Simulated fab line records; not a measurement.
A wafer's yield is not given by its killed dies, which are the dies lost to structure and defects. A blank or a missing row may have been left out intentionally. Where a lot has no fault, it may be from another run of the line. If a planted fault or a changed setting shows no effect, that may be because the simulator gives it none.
The tool behind it: which one? ; flow berkeley-cmos170 ; 15 lots, 45 wafers sampled, at 4 steps of a route of 331

== WHAT THE GAUGES SHOWED, per wafer ==
UCB170_PVT_OVL_MEAS_06. Usual: for PVT_OVL the level is 1 nm and the standard deviation is 5.1.
lot;measured;on;PVT_OVL (nm);flag
L920;day 7 04:55;overlay-02;6 -3 8;
L919;day 7 05:22;overlay-01;-8 0 -2;
L924;day 7 11:31;overlay-02;9 2 9;
L922;day 7 11:41;overlay-02;-9 -8 -5;
L923;day 7 12:08;overlay-02;6 12 1;
L925;day 7 22:23;overlay-01;-5 1 0;
L928;day 8 11:11;overlay-02;1 6 2;
L926;day 8 11:43;overlay-01;6 5 1;
L927;day 8 17:32;overlay-01;0 10 -1;
L932;day 9 17:29;overlay-01;-8 -7 -6;
L935;day 10 04:18;overlay-01;5 2 5;
L936;day 10 04:29;overlay-01;-5 7 6;
L937;day 10 07:23;overlay-02;-2 0 6;
L938;day 10 07:43;overlay-01;0 4 -1;
L939;day 11 08:25;overlay-02;1 -4 -3;

UCB170_PSD_OVL_MEAS_07. Usual: for PSD_OVL the level is -3 nm and the standard deviation is 5.3.
lot;measured;on;PSD_OVL (nm);flag
L920;day 8 11:52;overlay-02;8 2 1;
L919;day 8 11:54;overlay-01;2 8 5;
L924;day 8 15:40;overlay-01;4 3 -1;
L922;day 8 16:40;overlay-01;- - -;OFF
L923;day 8 16:50;overlay-01;- - -;OFF
L925;day 9 04:01;overlay-02;- - -;OFF
L928;day 9 10:39;overlay-02;-1 5 3;
L926;day 9 11:12;overlay-02;-2 -4 -3;
L927;day 10 02:10;overlay-01;-7 -4 -8;
L932;day 10 21:26;overlay-02;8 6 8;
L935;day 11 10:23;overlay-02;-9 -5 -11;
L936;day 11 10:40;overlay-01;-10 -8 -10;
L937;day 11 10:44;overlay-02;-2 -10 -4;
L938;day 11 10:28;overlay-01;4 -2 -3;
L939;day 12 12:26;overlay-02;-11 -7 -8;

== TOOL THAT RAN EACH LOT (tool first, then ch and the chambers of the sampled wafers, then the start) ==
lot;UCB170_GATE_STRIP_16;UCB170_PSD_PEB_04
L920;plasma-asher-01 ch 0,1, day 7 22:48;litho-track-03 ch 0, day 8 11:00
L919;plasma-asher-03 ch 0,1, day 7 23:11;litho-track-04 ch 0, day 8 11:00
L924;plasma-asher-01 ch 0,1, day 8 02:35;litho-track-03 ch 0, day 8 15:16
L922;plasma-asher-04 ch 0,1, day 8 03:13;litho-track-03, day 8 16:00
L923;plasma-asher-01 ch 0,1, day 8 03:07;litho-track-01, day 8 16:00
L925;plasma-asher-01 ch 0,1, day 8 13:31;litho-track-01, day 9 03:37
L928;plasma-asher-04 ch 0,1, day 8 21:52;litho-track-03 ch 0, day 9 10:15
L926;plasma-asher-03 ch 0,1, day 8 22:18;litho-track-03 ch 0, day 9 10:48
L927;plasma-asher-01 ch 0,1, day 9 08:46;litho-track-01 ch 0, day 10 01:46
L932;plasma-asher-01 ch 0,1, day 10 09:20;litho-track-04 ch 0, day 10 21:02
L935;plasma-asher-01 ch 0,1, day 10 21:17;litho-track-03 ch 0, day 11 09:59
L936;plasma-asher-04 ch 0,1, day 10 21:29;litho-track-03 ch 0, day 11 10:16
L937;plasma-asher-04 ch 0,1, day 10 22:01;litho-track-01 ch 0, day 11 10:19
L938;plasma-asher-03 ch 0,1, day 10 21:46;litho-track-01 ch 0, day 11 10:06
L939;plasma-asher-03 ch 0,1, day 11 23:02;litho-track-03 ch 0, day 12 12:02
- UCB170_GATE_STRIP_16: strips in O2.
- UCB170_PSD_PEB_04

== WHAT THE TOOLS THEMSELVES READ (means of the sampled wafers that have a number; where no wafer has one, the mark that the record gives instead) ==
UCB170_GATE_STRIP_16. Usual: drypump-motor-current-A 5.95 A, standard deviation 0.25; oes-product-au 0.724 a.u., standard deviation 0.0048.
lot;tool;drypump-motor-current-A (A);oes-product-au (a.u.);flag
L920;plasma-asher-01;5.69;0.723;
L919;plasma-asher-03;6.15;0.724;
L924;plasma-asher-01;5.69;0.721;
L922;plasma-asher-04;6.15;0.724;
L923;plasma-asher-01;5.70;0.725;
L925;plasma-asher-01;5.67;0.725;
L928;plasma-asher-04;6.01;0.719;
L926;plasma-asher-03;6.05;0.719;
L927;plasma-asher-01;5.70;0.722;
L932;plasma-asher-01;5.69;0.721;
L935;plasma-asher-01;5.67;0.727;
L936;plasma-asher-04;6.02;0.723;
L937;plasma-asher-04;6.00;0.720;
L938;plasma-asher-03;6.03;0.726;
L939;plasma-asher-03;6.03;0.726;

UCB170_PSD_PEB_04. Usual: chill-plate-temp-C 22.98 C, standard deviation 0.1; exhaust-pa 45.2 Pa, standard deviation 0.86; plate-temp-C 130.01 C, standard deviation 0.14.
lot;tool;chill-plate-temp-C (C);exhaust-pa (Pa);plate-temp-C (C);flag
L920;litho-track-03;22.93;45.8;129.98;
L919;litho-track-04;22.96;44.8;129.88;
L924;litho-track-03;23.01;46.3;129.99;
L922;litho-track-03;-;-;-;OFF
L923;litho-track-01;-;-;-;OFF
L925;litho-track-01;-;-;-;OFF
L928;litho-track-03;23.09;45.6;130.27;
L926;litho-track-03;23.02;44.6;130.10;
L927;litho-track-01;22.97;45.7;130.12;
L932;litho-track-04;22.95;45.9;130.08;
L935;litho-track-03;22.96;44.7;129.92;
L936;litho-track-03;22.81;46.1;129.92;
L937;litho-track-01;22.95;46.1;129.89;
L938;litho-track-01;22.97;44.6;130.06;
L939;litho-track-03;23.09;45.3;129.99;

== THE ANSWER, worked out from the rows above alone ==
Rule: take the mean of a lot's wafers that have a number; if it is more than 3 standard deviations from the usual mean, the lot is off. Also off: a lot with no number at a reading for which 4 or more lots have one. Any other lot the step has rows for is counted as sound. After the gauges, taken in route order, come the tools' own readings; for these a lot's mean is taken, as printed above. The first step at which some lot is off is used, and at that step the reading that is off furthest; a lot without a number counts as furthest.
Off: L922, L923, L925, seen at UCB170_PSD_OVL_MEAS_07 (PSD_OVL). Without a number there: L922, L923, L925.
A tool fits if, at a process step before that reading, it ran every lot that is off, and no sound lot after the first of them. The gauges at UCB170_PSD_OVL_MEAS_07 aren't tried: what is off there is off at UCB170_PSD_PEB_04 too, on other tools, and a gauge's error can't cause that. Not one of the candidates tried fits.

== WHAT THE SIMULATOR HAD PUT IN ==
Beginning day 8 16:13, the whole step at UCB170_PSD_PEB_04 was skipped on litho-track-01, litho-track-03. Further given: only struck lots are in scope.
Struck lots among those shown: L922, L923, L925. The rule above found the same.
